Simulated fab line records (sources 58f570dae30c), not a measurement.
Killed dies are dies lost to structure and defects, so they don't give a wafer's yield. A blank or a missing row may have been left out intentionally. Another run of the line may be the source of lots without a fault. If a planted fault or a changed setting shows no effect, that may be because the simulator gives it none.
fab line records :: flow berkeley-cmos170
[record]
  lots = 7
  wafers = 21
  last-day = 12
route steps=331 shown M3@309
lots with no fault: from the same line, run without faults
start-h: the number of hours between the record's first day and the start of the first shown wafer of the lot :: wait-h: time in hours since the lot's previous step :: " the same as in the row above :: L1.1+2: several wafers, shown together as one row :: - either no value or no given start :: * or withheld: withheld :: < > ~ a bound
route shown NAME@n: a module of which the file shows steps, and the number in the route of the first :: usual: mean and standard deviation over wafers with no fault :: same: alike in all rows :: chamber/n: place in a boat :: sites: per-site readings :: _std_site: how widely they spread, as a standard deviation :: _edge_site: the outer-site mean with the inner-site mean subtracted :: radius-mm: how far each site lies from the wafer's centre :: mask NAME#n: copy n :: behind: the most recent tool/chamber to have shaped the wafer :: hold: reason for holding the lot/hours on hold/outcome of the hold :: device: whichever transistor did not switch (one of n, p or np) :: end of line: tests of these same wafers at the route's end :: step lacking rows: just its recipe :: killed: not the wafer's yield, but the dies lost to structure and defects at the first sort :: map: per-die view of a wafer (x killed, . not killed, _ where there is no die)
set.NAME: the setting that was run; set.NAME@STEP: the one run at that earlier step :: model.NAME: the simulator's own value behind a step, which no gauge read
lots seen at some steps along the route; tables by step, rows by wafer
services: when a tool's chamber went out of use (start-h, in hours from the record's first day, below 0 if earlier), for how many hours, and the reason
[[steps]]
[step UCB170_M3_PRE_CLEAN_00]
[recipe]
  gas = Ar
  preclean-etch-time-s = 60
[step UCB170_M3_SPUTTER_01]
[recipe]
  material = Al
  target-thk-nm = 900
  time-s = 120
  power-w = 6000
  chamber-pressure-pa = 0.5
[usual]
  cathode-dc-power-W = 6000.0/1.1
  throttle-valve-pct = 30.0/1.1
lot.wafer: L842.1
tool: pvd-sputter-04
chamber: -
start-h: 197.39
wait-h: 0.0
cathode-dc-power-W: 6000.7
throttle-valve-pct: 29.6

lot.wafer: L842.2
tool: pvd-sputter-04
chamber: -
start-h: 197.39
wait-h: 0.0
cathode-dc-power-W: 5998.6
throttle-valve-pct: 29.5

lot.wafer: L842.5
tool: pvd-sputter-04
chamber: -
start-h: 197.39
wait-h: 0.0
cathode-dc-power-W: 6000.1
throttle-valve-pct: 29.9

lot.wafer: L847.1
tool: pvd-sputter-03
chamber: -
start-h: 216.33
wait-h: 0.0
cathode-dc-power-W: 6000.1
throttle-valve-pct: 31.3

lot.wafer: L847.3
tool: pvd-sputter-03
chamber: -
start-h: 216.33
wait-h: 0.0
cathode-dc-power-W: 6000.8
throttle-valve-pct: 29.3

lot.wafer: L847.6
tool: pvd-sputter-03
chamber: -
start-h: 216.33
wait-h: 0.0
cathode-dc-power-W: 6001.2
throttle-valve-pct: 29.4

lot.wafer: L856.1
tool: pvd-sputter-03
chamber: -
start-h: 264.37
wait-h: 0.0
cathode-dc-power-W: 5999.9
throttle-valve-pct: 28.6

lot.wafer: L856.2
tool: pvd-sputter-03
chamber: -
start-h: 264.37
wait-h: 0.0
cathode-dc-power-W: 6001.3
throttle-valve-pct: 30.5

lot.wafer: L856.4
tool: pvd-sputter-03
chamber: -
start-h: 264.37
wait-h: 0.0
cathode-dc-power-W: 6000.1
throttle-valve-pct: 29.6

lot.wafer: L857.1
tool: pvd-sputter-01
chamber: -
start-h: 264.61
wait-h: 0.0
cathode-dc-power-W: 5999.8
throttle-valve-pct: 28.5

lot.wafer: L857.2
tool: pvd-sputter-01
chamber: -
start-h: 264.61
wait-h: 0.0
cathode-dc-power-W: 5999.0
throttle-valve-pct: 31.8

lot.wafer: L857.6
tool: pvd-sputter-01
chamber: -
start-h: 264.61
wait-h: 0.0
cathode-dc-power-W: 5999.1
throttle-valve-pct: 31.5

lot.wafer: L859.2
tool: pvd-sputter-01
chamber: -
start-h: 282.40
wait-h: 0.0
cathode-dc-power-W: 5999.6
throttle-valve-pct: 31.6

lot.wafer: L859.4
tool: pvd-sputter-01
chamber: -
start-h: 282.40
wait-h: 0.0
cathode-dc-power-W: 5999.7
throttle-valve-pct: 28.4

lot.wafer: L859.6
tool: pvd-sputter-01
chamber: -
start-h: 282.40
wait-h: 0.0
cathode-dc-power-W: 6000.6
throttle-valve-pct: 30.6

lot.wafer: L862.1
tool: pvd-sputter-03
chamber: -
start-h: 289.03
wait-h: 0.0
cathode-dc-power-W: 5998.3
throttle-valve-pct: 30.4

lot.wafer: L862.5
tool: pvd-sputter-03
chamber: -
start-h: 289.03
wait-h: 0.0
cathode-dc-power-W: 6000.7
throttle-valve-pct: 31.3

lot.wafer: L862.6
tool: pvd-sputter-03
chamber: -
start-h: 289.03
wait-h: 0.0
cathode-dc-power-W: 5999.2
throttle-valve-pct: 28.5

lot.wafer: L860.1
tool: pvd-sputter-01
chamber: -
start-h: 290.72
wait-h: 0.0
cathode-dc-power-W: 6000.3
throttle-valve-pct: 28.6

lot.wafer: L860.2
tool: pvd-sputter-01
chamber: -
start-h: 290.72
wait-h: 0.0
cathode-dc-power-W: 6001.1
throttle-valve-pct: 31.2

lot.wafer: L860.4
tool: pvd-sputter-01
chamber: -
start-h: 290.72
wait-h: 0.0
cathode-dc-power-W: 5999.7
throttle-valve-pct: 30.3
[step UCB170_M3_RS_MEAS_02]
[recipe]
  thk-meas-gauge = four-point-probe
  reads = Al_of_M3_SPUTTER_01
[usual]
  M3_AL_RS = 0.0322/0.00044
lot.wafer: L842.1
tool: film-metro-01
chamber: -
start-h: 197.48
wait-h: 0.0
M3_AL_RS[ohm/sq]: 0.0311

lot.wafer: L842.2
tool: film-metro-01
chamber: -
start-h: 197.48
wait-h: 0.0
M3_AL_RS[ohm/sq]: 0.0318

lot.wafer: L842.5
tool: film-metro-01
chamber: -
start-h: 197.48
wait-h: 0.0
M3_AL_RS[ohm/sq]: 0.0317

lot.wafer: L847.1
tool: film-metro-02
chamber: -
start-h: 216.78
wait-h: 0.4
M3_AL_RS[ohm/sq]: 0.0328

lot.wafer: L847.3
tool: film-metro-02
chamber: -
start-h: 216.78
wait-h: 0.4
M3_AL_RS[ohm/sq]: 0.0323

lot.wafer: L847.6
tool: film-metro-02
chamber: -
start-h: 216.78
wait-h: 0.4
M3_AL_RS[ohm/sq]: 0.0322

lot.wafer: L856.1
tool: film-metro-01
chamber: -
start-h: 264.46
wait-h: 0.0
M3_AL_RS[ohm/sq]: 0.0325

lot.wafer: L856.2
tool: film-metro-01
chamber: -
start-h: 264.46
wait-h: 0.0
M3_AL_RS[ohm/sq]: 0.0322

lot.wafer: L856.4
tool: film-metro-01
chamber: -
start-h: 264.46
wait-h: 0.0
M3_AL_RS[ohm/sq]: 0.0327

lot.wafer: L857.1
tool: film-metro-04
chamber: -
start-h: 264.70
wait-h: 0.0
M3_AL_RS[ohm/sq]: 0.0321

lot.wafer: L857.2
tool: film-metro-04
chamber: -
start-h: 264.70
wait-h: 0.0
M3_AL_RS[ohm/sq]: 0.0321

lot.wafer: L857.6
tool: film-metro-04
chamber: -
start-h: 264.70
wait-h: 0.0
M3_AL_RS[ohm/sq]: 0.0322

lot.wafer: L859.2
tool: film-metro-04
chamber: -
start-h: 282.50
wait-h: 0.1
M3_AL_RS[ohm/sq]: 0.0326

lot.wafer: L859.4
tool: film-metro-04
chamber: -
start-h: 282.50
wait-h: 0.1
M3_AL_RS[ohm/sq]: 0.0325

lot.wafer: L859.6
tool: film-metro-04
chamber: -
start-h: 282.50
wait-h: 0.1
M3_AL_RS[ohm/sq]: 0.0327

lot.wafer: L862.1
tool: film-metro-04
chamber: -
start-h: 289.12
wait-h: 0.0
M3_AL_RS[ohm/sq]: 0.0316

lot.wafer: L862.5
tool: film-metro-04
chamber: -
start-h: 289.12
wait-h: 0.0
M3_AL_RS[ohm/sq]: 0.0327

lot.wafer: L862.6
tool: film-metro-04
chamber: -
start-h: 289.12
wait-h: 0.0
M3_AL_RS[ohm/sq]: 0.0322

lot.wafer: L860.1
tool: film-metro-04
chamber: -
start-h: 290.81
wait-h: 0.0
M3_AL_RS[ohm/sq]: 0.0320

lot.wafer: L860.2
tool: film-metro-04
chamber: -
start-h: 290.81
wait-h: 0.0
M3_AL_RS[ohm/sq]: 0.0320

lot.wafer: L860.4
tool: film-metro-04
chamber: -
start-h: 290.81
wait-h: 0.0
M3_AL_RS[ohm/sq]: 0.0322
[step UCB170_M3_THK_MEAS_03]
[recipe]
  thk-meas-gauge = xrf
  reads = Al_of_M3_SPUTTER_01
[usual]
  M3_AL_THK = 876/13
lot.wafer: L842.1
tool: film-metro-01
chamber: -
start-h: 197.60
wait-h: 0.1
M3_AL_THK[nm]: 901

lot.wafer: L842.2
tool: film-metro-01
chamber: -
start-h: 197.60
wait-h: 0.1
M3_AL_THK[nm]: 891

lot.wafer: L842.5
tool: film-metro-01
chamber: -
start-h: 197.60
wait-h: 0.1
M3_AL_THK[nm]: 889

lot.wafer: L847.1
tool: film-metro-02
chamber: -
start-h: 216.90
wait-h: 0.1
M3_AL_THK[nm]: 861

lot.wafer: L847.3
tool: film-metro-02
chamber: -
start-h: 216.90
wait-h: 0.1
M3_AL_THK[nm]: 871

lot.wafer: L847.6
tool: film-metro-02
chamber: -
start-h: 216.90
wait-h: 0.1
M3_AL_THK[nm]: 875

lot.wafer: L856.1
tool: film-metro-01
chamber: -
start-h: 264.58
wait-h: 0.1
M3_AL_THK[nm]: 867

lot.wafer: L856.2
tool: film-metro-01
chamber: -
start-h: 264.58
wait-h: 0.1
M3_AL_THK[nm]: 872

lot.wafer: L856.4
tool: film-metro-01
chamber: -
start-h: 264.58
wait-h: 0.1
M3_AL_THK[nm]: 863

lot.wafer: L857.1
tool: film-metro-04
chamber: -
start-h: 264.82
wait-h: 0.1
M3_AL_THK[nm]: 875

lot.wafer: L857.2
tool: film-metro-04
chamber: -
start-h: 264.82
wait-h: 0.1
M3_AL_THK[nm]: 874

lot.wafer: L857.6
tool: film-metro-04
chamber: -
start-h: 264.82
wait-h: 0.1
M3_AL_THK[nm]: 867

lot.wafer: L859.2
tool: film-metro-04
chamber: -
start-h: 282.61
wait-h: 0.1
M3_AL_THK[nm]: 859

lot.wafer: L859.4
tool: film-metro-04
chamber: -
start-h: 282.61
wait-h: 0.1
M3_AL_THK[nm]: 863

lot.wafer: L859.6
tool: film-metro-04
chamber: -
start-h: 282.61
wait-h: 0.1
M3_AL_THK[nm]: 851

lot.wafer: L862.1
tool: film-metro-04
chamber: -
start-h: 289.24
wait-h: 0.1
M3_AL_THK[nm]: 888

lot.wafer: L862.5
tool: film-metro-04
chamber: -
start-h: 289.24
wait-h: 0.1
M3_AL_THK[nm]: 857

lot.wafer: L862.6
tool: film-metro-04
chamber: -
start-h: 289.24
wait-h: 0.1
M3_AL_THK[nm]: 880

lot.wafer: L860.1
tool: film-metro-04
chamber: -
start-h: 290.93
wait-h: 0.1
M3_AL_THK[nm]: 875

lot.wafer: L860.2
tool: film-metro-04
chamber: -
start-h: 290.93
wait-h: 0.1
M3_AL_THK[nm]: 880

lot.wafer: L860.4
tool: film-metro-04
chamber: -
start-h: 290.93
wait-h: 0.1
M3_AL_THK[nm]: 874
[step UCB170_M3_HMDS_04]
[recipe]
  prime-time-s = 60
  prime-temp-c = 100
[step UCB170_M3_COAT_05]
[recipe]
  resist = KrF
  spin-rpm = 1500
  resist-thk-nm = 900
[step UCB170_M3_SOFTBAKE_06]
[recipe]
  resist = KrF
  temp-c = 130
  time-s = 60
[step UCB170_M3_STRIP_07]
[recipe]
  chemistry = O2
  power-w = 400
  pressure-mtorr = 3500
  platen-temp-c = withheld
  o2-flow-sccm = 400
  overash-fraction = 0.5
[usual]
  drypump-motor-current-A = 5.7/0.52
  oes-product-au = 0.734/0.0044
  strip-time-to-endpoint-s = 22.01/0.058
lot.wafer: L842.1
tool: plasma-asher-02
chamber: 0
start-h: 198.80
wait-h: 0.1
drypump-motor-current-A: 6.6
oes-product-au: 0.733
rf-hours-counter-h: 10
strip-time-to-endpoint-s: 22.06

lot.wafer: L842.2
tool: plasma-asher-02
chamber: 1
start-h: 198.80
wait-h: 0.1
drypump-motor-current-A: 6.1
oes-product-au: 0.729
rf-hours-counter-h: 10
strip-time-to-endpoint-s: 22.02

lot.wafer: L842.5
tool: plasma-asher-02
chamber: 0
start-h: 198.80
wait-h: 0.1
drypump-motor-current-A: 6.6
oes-product-au: 0.732
rf-hours-counter-h: -
strip-time-to-endpoint-s: 21.96

lot.wafer: L847.1
tool: plasma-asher-03
chamber: 1
start-h: 217.41
wait-h: 0.1
drypump-motor-current-A: 5.7
oes-product-au: 0.738
rf-hours-counter-h: 40
strip-time-to-endpoint-s: 22.02

lot.wafer: L847.3
tool: plasma-asher-03
chamber: 0
start-h: 217.41
wait-h: 0.1
drypump-motor-current-A: 5.6
oes-product-au: 0.731
rf-hours-counter-h: -
strip-time-to-endpoint-s: 21.92

lot.wafer: L847.6
tool: plasma-asher-03
chamber: 1
start-h: 217.41
wait-h: 0.1
drypump-motor-current-A: 5.7
oes-product-au: 0.727
rf-hours-counter-h: -
strip-time-to-endpoint-s: 21.95

lot.wafer: L856.1
tool: plasma-asher-02
chamber: 1
start-h: 265.09
wait-h: 0.1
drypump-motor-current-A: 6.1
oes-product-au: 0.732
rf-hours-counter-h: 17
strip-time-to-endpoint-s: 22.11

lot.wafer: L856.2
tool: plasma-asher-02
chamber: 0
start-h: 265.09
wait-h: 0.1
drypump-motor-current-A: 6.6
oes-product-au: 0.732
rf-hours-counter-h: 17
strip-time-to-endpoint-s: 22.13

lot.wafer: L856.4
tool: plasma-asher-02
chamber: 1
start-h: 265.09
wait-h: 0.1
drypump-motor-current-A: 6.1
oes-product-au: 0.735
rf-hours-counter-h: -
strip-time-to-endpoint-s: 22.00

lot.wafer: L857.1
tool: plasma-asher-01
chamber: 0
start-h: 265.99
wait-h: 0.1
drypump-motor-current-A: 5.3
oes-product-au: 0.738
rf-hours-counter-h: 57
strip-time-to-endpoint-s: 21.95

lot.wafer: L857.2
tool: plasma-asher-01
chamber: 1
start-h: 265.99
wait-h: 0.1
drypump-motor-current-A: 5.1
oes-product-au: 0.732
rf-hours-counter-h: 57
strip-time-to-endpoint-s: 22.04

lot.wafer: L857.6
tool: plasma-asher-01
chamber: 1
start-h: 265.99
wait-h: 0.1
drypump-motor-current-A: 5.1
oes-product-au: 0.731
rf-hours-counter-h: -
strip-time-to-endpoint-s: 21.93

lot.wafer: L859.2
tool: plasma-asher-01
chamber: 1
start-h: 283.11
wait-h: 0.1
drypump-motor-current-A: 5.1
oes-product-au: 0.741
rf-hours-counter-h: 59
strip-time-to-endpoint-s: 22.00

lot.wafer: L859.4
tool: plasma-asher-01
chamber: 0
start-h: 283.11
wait-h: 0.1
drypump-motor-current-A: 5.2
oes-product-au: 0.734
rf-hours-counter-h: -
strip-time-to-endpoint-s: 22.04

lot.wafer: L859.6
tool: plasma-asher-01
chamber: 0
start-h: 283.11
wait-h: 0.1
drypump-motor-current-A: 5.3
oes-product-au: 0.732
rf-hours-counter-h: -
strip-time-to-endpoint-s: 22.02

lot.wafer: L862.1
tool: plasma-asher-01
chamber: 1
start-h: 289.75
wait-h: 0.1
drypump-motor-current-A: 5.1
oes-product-au: 0.732
rf-hours-counter-h: 60
strip-time-to-endpoint-s: 22.06

lot.wafer: L862.5
tool: plasma-asher-01
chamber: 1
start-h: 289.75
wait-h: 0.1
drypump-motor-current-A: 5.1
oes-product-au: 0.734
rf-hours-counter-h: -
strip-time-to-endpoint-s: 22.01

lot.wafer: L862.6
tool: plasma-asher-01
chamber: 0
start-h: 289.75
wait-h: 0.1
drypump-motor-current-A: 5.2
oes-product-au: 0.739
rf-hours-counter-h: -
strip-time-to-endpoint-s: 22.04

lot.wafer: L860.1
tool: plasma-asher-01
chamber: 1
start-h: 291.89
wait-h: 0.1
drypump-motor-current-A: 5.1
oes-product-au: 0.734
rf-hours-counter-h: 60
strip-time-to-endpoint-s: 21.98

lot.wafer: L860.2
tool: plasma-asher-01
chamber: 0
start-h: 291.89
wait-h: 0.1
drypump-motor-current-A: 5.2
oes-product-au: 0.743
rf-hours-counter-h: 60
strip-time-to-endpoint-s: 22.00

lot.wafer: L860.4
tool: plasma-asher-01
chamber: 0
start-h: 291.89
wait-h: 0.1
drypump-motor-current-A: 5.2
oes-product-au: 0.736
rf-hours-counter-h: -
strip-time-to-endpoint-s: 21.95
[step UCB170_M3_STRIP_08]
[recipe]
  chemistry = DMSO
  temp-c = 80
  time-s = 600
  material = KrF
[step UCB170_M3_COAT_09]
[recipe]
  resist = BARC
  temp-c = withheld
  time-s = withheld
  spin-rpm = 3000
  resist-thk-nm = withheld
[step UCB170_M3_COAT_10]
[recipe]
  resist = KrF
  spin-rpm = 1500
  resist-thk-nm = 900
[step UCB170_M3_SOFTBAKE_11]
[recipe]
  resist = KrF
  temp-c = 130
  time-s = 60
[step UCB170_M3_EXPOSE_12]
[recipe]
  mask-id = METAL3
  target-cd-nm = 700
  na = 0.5
  sigma-outer = 0.6
  source-shape = conventional
  dose-mj = 26
[usual]
  exposure-dose-mJ-cm2 = 25.984/0.024
  focus-offset-nm = 0.0/0.5
lot.wafer: L842.1
tool: krf-scanner-02
chamber: 0
start-h: 199.93
wait-h: -
mask: METAL3#0
exposure-dose-mJ-cm2: 26.010
focus-offset-nm: -0.5

lot.wafer: L842.2
tool: krf-scanner-02
chamber: 0
start-h: 199.93
wait-h: -
mask: METAL3#0
exposure-dose-mJ-cm2: 25.990
focus-offset-nm: 0.2

lot.wafer: L842.5
tool: krf-scanner-02
chamber: 0
start-h: 199.93
wait-h: -
mask: METAL3#0
exposure-dose-mJ-cm2: 26.002
focus-offset-nm: 1.0

lot.wafer: L847.1
tool: krf-scanner-02
chamber: 0
start-h: 218.14
wait-h: -
mask: METAL3#0
exposure-dose-mJ-cm2: 25.973
focus-offset-nm: 0.0

lot.wafer: L847.3
tool: krf-scanner-02
chamber: 0
start-h: 218.14
wait-h: -
mask: METAL3#0
exposure-dose-mJ-cm2: 25.958
focus-offset-nm: 0.1

lot.wafer: L847.6
tool: krf-scanner-02
chamber: 0
start-h: 218.14
wait-h: -
mask: METAL3#0
exposure-dose-mJ-cm2: 25.962
focus-offset-nm: -0.3

lot.wafer: L856.1
tool: krf-scanner-02
chamber: -
start-h: 266.53
wait-h: -
mask: METAL3#0
exposure-dose-mJ-cm2: -
focus-offset-nm: -

lot.wafer: L856.2
tool: krf-scanner-02
chamber: -
start-h: 266.53
wait-h: -
mask: METAL3#0
exposure-dose-mJ-cm2: -
focus-offset-nm: -

lot.wafer: L856.4
tool: krf-scanner-02
chamber: -
start-h: 266.53
wait-h: -
mask: METAL3#0
exposure-dose-mJ-cm2: -
focus-offset-nm: -

lot.wafer: L857.1
tool: krf-scanner-02
chamber: -
start-h: 266.94
wait-h: -
mask: METAL3#0
exposure-dose-mJ-cm2: -
focus-offset-nm: -

lot.wafer: L857.2
tool: krf-scanner-02
chamber: -
start-h: 266.94
wait-h: -
mask: METAL3#0
exposure-dose-mJ-cm2: -
focus-offset-nm: -

lot.wafer: L857.6
tool: krf-scanner-02
chamber: -
start-h: 266.94
wait-h: -
mask: METAL3#0
exposure-dose-mJ-cm2: -
focus-offset-nm: -

lot.wafer: L859.2
tool: krf-scanner-01
chamber: -
start-h: 284.00
wait-h: -
mask: METAL3#0
exposure-dose-mJ-cm2: -
focus-offset-nm: -

lot.wafer: L859.4
tool: krf-scanner-01
chamber: -
start-h: 284.00
wait-h: -
mask: METAL3#0
exposure-dose-mJ-cm2: -
focus-offset-nm: -

lot.wafer: L859.6
tool: krf-scanner-01
chamber: -
start-h: 284.00
wait-h: -
mask: METAL3#0
exposure-dose-mJ-cm2: -
focus-offset-nm: -

lot.wafer: L862.1
tool: krf-scanner-02
chamber: 0
start-h: 290.78
wait-h: -
mask: METAL3#0
exposure-dose-mJ-cm2: 26.010
focus-offset-nm: 0.4

lot.wafer: L862.5
tool: krf-scanner-02
chamber: 0
start-h: 290.78
wait-h: -
mask: METAL3#0
exposure-dose-mJ-cm2: 25.977
focus-offset-nm: -0.5

lot.wafer: L862.6
tool: krf-scanner-02
chamber: 0
start-h: 290.78
wait-h: -
mask: METAL3#0
exposure-dose-mJ-cm2: 26.014
focus-offset-nm: -0.3

lot.wafer: L860.1
tool: krf-scanner-01
chamber: 0
start-h: 292.91
wait-h: -
mask: METAL3#0
exposure-dose-mJ-cm2: 26.013
focus-offset-nm: 0.1

lot.wafer: L860.2
tool: krf-scanner-01
chamber: 0
start-h: 292.91
wait-h: -
mask: METAL3#0
exposure-dose-mJ-cm2: 25.983
focus-offset-nm: -0.6

lot.wafer: L860.4
tool: krf-scanner-01
chamber: 0
start-h: 292.91
wait-h: -
mask: METAL3#0
exposure-dose-mJ-cm2: 25.982
focus-offset-nm: -0.2
[step UCB170_M3_PEB_13]
[recipe]
  peb-temp-c = 130
  peb-time-s = withheld
  resist = KrF
[[services]]
tool: krf-scanner-01
chamber: -
start-h: 174.88
hours: 0.8
kind: pm

tool: krf-scanner-02
chamber: -
start-h: 175.63
hours: 4.0
kind: pm

tool: pvd-sputter-03
chamber: -
start-h: 191.94
hours: 6.4
kind: repair

tool: krf-scanner-01
chamber: 0
start-h: 193.77
hours: -
kind: calibration

tool: krf-scanner-01
chamber: -
start-h: 196.29
hours: 1.0
kind: pm

tool: pvd-sputter-01
chamber: -
start-h: 197.66
hours: 15.2
kind: repair

tool: krf-scanner-01
chamber: -
start-h: 217.92
hours: 0.5
kind: repair

tool: krf-scanner-01
chamber: -
start-h: 221.55
hours: 10.1
kind: repair

tool: pvd-sputter-03
chamber: -
start-h: 232.29
hours: 2.1
kind: repair

tool: plasma-asher-02
chamber: -
start-h: 235.21
hours: 0.7
kind: repair

tool: plasma-asher-03
chamber: -
start-h: 235.65
hours: 2.8
kind: pm

tool: krf-scanner-01
chamber: -
start-h: 247.41
hours: 4.4
kind: pm

tool: krf-scanner-02
chamber: -
start-h: 255.12
hours: 1.6
kind: repair

tool: krf-scanner-01
chamber: -
start-h: 258.64
hours: 3.6
kind: pm

tool: krf-scanner-02
chamber: -
start-h: 262.20
hours: 0.8
kind: pm

tool: plasma-asher-01
chamber: -
start-h: 274.61
hours: 1.0
kind: repair

tool: plasma-asher-02
chamber: -
start-h: 282.68
hours: 5.2
kind: repair

tool: krf-scanner-02
chamber: -
start-h: 288.34
hours: 1.0
kind: pm
[[key]]
[first-sign]
  step = UCB170_M3_EXPOSE_12
  reading = tool-record
  direction = missing
effect none on later readings
met-at UCB170_M3_EXPOSE_12
struck-wafers L856.1,L856.2,L856.4,L857.1,L857.2,L857.6,L859.2,L859.4,L859.6
later-rows-left-out L856.1,L856.2,L856.4,L857.1,L857.2,L857.6,L859.2,L859.4,L859.6
sort-left-out L856.1,L856.2,L856.4,L857.1,L857.2,L857.6,L859.2,L859.4,L859.6
onset-between 218.14 266.53
[fault]
  kind = skipped-step-whole
  tool = krf-scanner-01,krf-scanner-02
  chamber = -
  onset-h = 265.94
  steps = UCB170_M3_EXPOSE_12
  scope = struck-lots-only
// sort-left-out: the simulated sort isn't trusted on such a fault, so these wafers' sort isn't shown, and their yield isn't known
// later-rows-left-out: the simulator's readings of these wafers behind a module that went badly wrong aren't trusted and aren't shown, but for the sort
